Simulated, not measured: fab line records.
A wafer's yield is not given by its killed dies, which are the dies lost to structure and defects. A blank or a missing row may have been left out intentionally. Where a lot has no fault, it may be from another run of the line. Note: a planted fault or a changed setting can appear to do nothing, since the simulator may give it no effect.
What tool caused it? -- flow berkeley cmos170 -- Sampling: 13 lots, 39 wafers, 3 of 331 route steps

WHAT THE GAUGES SHOWED, per wafer
No reading from a measuring or inspecting step in the record can be judged against a usual standard deviation.

WHAT TOOL EACH LOT RAN ON (gives the tool, then ch and the chambers of the sampled wafers, and finally the start)
lot,UCB170_GATE_ETCH_15,UCB170_PLDD_HMDS_00,UCB170_PLDD_COAT_01
L359,"rie si-01 ch 0,1,2, day 7 02:38","litho track-04 ch 0, day 7 03:45","litho track-04 ch 0, day 7 03:54"
L360,"rie si-02 ch 0,1,3, day 7 02:43","litho track-01 ch 0, day 7 03:44","litho track-01 ch 0, day 7 03:53"
L361,"rie si-01 ch 1,3, day 7 10:59","litho track-04 ch 0, day 7 11:28","litho track-04 ch 0, day 7 11:37"
L363,"rie si-02 ch 1,2, day 7 22:38","litho track-01 ch 0, day 8 01:15","litho track-01 ch 0, day 8 01:24"
L362,"rie si-02 ch 0,1,3, day 7 22:57","litho track-04 ch 0, day 8 00:58","litho track-04 ch 0, day 8 01:07"
L365,"rie si-01 ch 1,3, day 8 05:42","litho track-02 ch 0, day 8 07:02","litho track-02 ch 0, day 8 07:11"
L366,"rie si-02 ch 0,2,3, day 8 05:43","litho track-04 ch 0, day 8 07:08","litho track-04 ch 0, day 8 07:17"
L370,"rie si-01 ch 0,1, day 8 22:36","litho track-02 ch 0, day 8 23:07","litho track-02 ch 0, day 8 23:16"
L369,"rie si-02 ch 0,1,2, day 8 22:56","litho track-01 ch 0, day 8 23:27","litho track-01 ch 0, day 8 23:36"
L377,"rie si-01 ch 0,1,3, day 10 08:10","litho track-01 ch 0, day 10 08:45","litho track-01 ch 0, day 10 08:54"
L379,"rie si-01 ch 0,2,3, day 11 09:02","litho track-04 ch 0, day 11 09:31","litho track-04 ch 0, day 11 09:40"
L381,"rie si-01 ch 0,1,2, day 11 10:41","litho track-04 ch 0, day 11 11:07","litho track-04 ch 0, day 11 11:16"
L382,"rie si-01 ch 0,1,2, day 11 20:50","litho track-02 ch 0, day 11 21:35","litho track-02 ch 0, day 11 21:44"
- UCB170_GATE_ETCH_15: etches poly-Si in HBr/Cl2, stops on SiO2, time 56.3 s, target depth 278.2 nm.
- UCB170_PLDD_HMDS_00: prime time 60 s.
- UCB170_PLDD_COAT_01: resist thk 900 nm.

WHAT THE TOOLS THEMSELVES READ (means of the sampled wafers that have a number; where no wafer has one, the mark that the record gives instead)
UCB170_GATE_ETCH_15. Usual: drypump motor current A 5.7 A, standard deviation 0.53; oes product au 0.843 a.u., standard deviation 0.014; throttle valve pct 26.61 %, standard deviation 0.28.
lot,tool,drypump motor current A (A),oes product au (a.u.),throttle valve pct (%),flag
L359,rie si-01,5.8,0.845,26.57,
L360,rie si-02,6.0,0.847,26.54,
L361,rie si-01,5.2,0.840,26.50,
L363,rie si-02,5.5,0.847,26.63,
L362,rie si-02,6.0,0.858,26.54,
L365,rie si-01,5.2,0.841,26.50,
L366,rie si-02,5.7,0.840,26.81,
L370,rie si-01,6.1,0.835,26.71,
L369,rie si-02,5.6,0.834,26.66,
L377,rie si-01,5.6,0.829,26.60,
L379,rie si-01,5.8,0.834,26.54,
L381,rie si-01,5.9,0.848,26.52,
L382,rie si-01,5.9,0.842,26.52,

UCB170_PLDD_COAT_01. Usual: spin speed rpm reads 1500.1 rpm (standard deviation 1).
lot,tool,spin speed rpm (rpm),flag
L359,litho track-04,1499.3,
L360,litho track-01,1499.7,
L361,litho track-04,1500.2,
L363,litho track-01,1500.4,
L362,litho track-04,1501.0,
L365,litho track-02,1501.0,
L366,litho track-04,1500.6,
L370,litho track-02,1499.2,
L369,litho track-01,1499.5,
L377,litho track-01,1499.8,
L379,litho track-04,1498.8,
L381,litho track-04,1499.9,
L382,litho track-02,1499.5,

THE ANSWER, worked out from the rows above alone
Rule: lot off if the mean of its wafers having a number is beyond 3 standard deviations from the usual mean. Also off: a lot with no number at a reading for which 4 or more lots have one. Any other lot the step has rows for is counted as sound. First the gauges in route order, then the tools' own readings, where a lot's mean is used as printed above. At the first step where some lot is off, the reading lying furthest off is the one used; lots without a number count as furthest.
No lot is off at any reading shown: from this, nothing can be told.

WHAT HAD BEEN PUT IN BY THE SIMULATOR
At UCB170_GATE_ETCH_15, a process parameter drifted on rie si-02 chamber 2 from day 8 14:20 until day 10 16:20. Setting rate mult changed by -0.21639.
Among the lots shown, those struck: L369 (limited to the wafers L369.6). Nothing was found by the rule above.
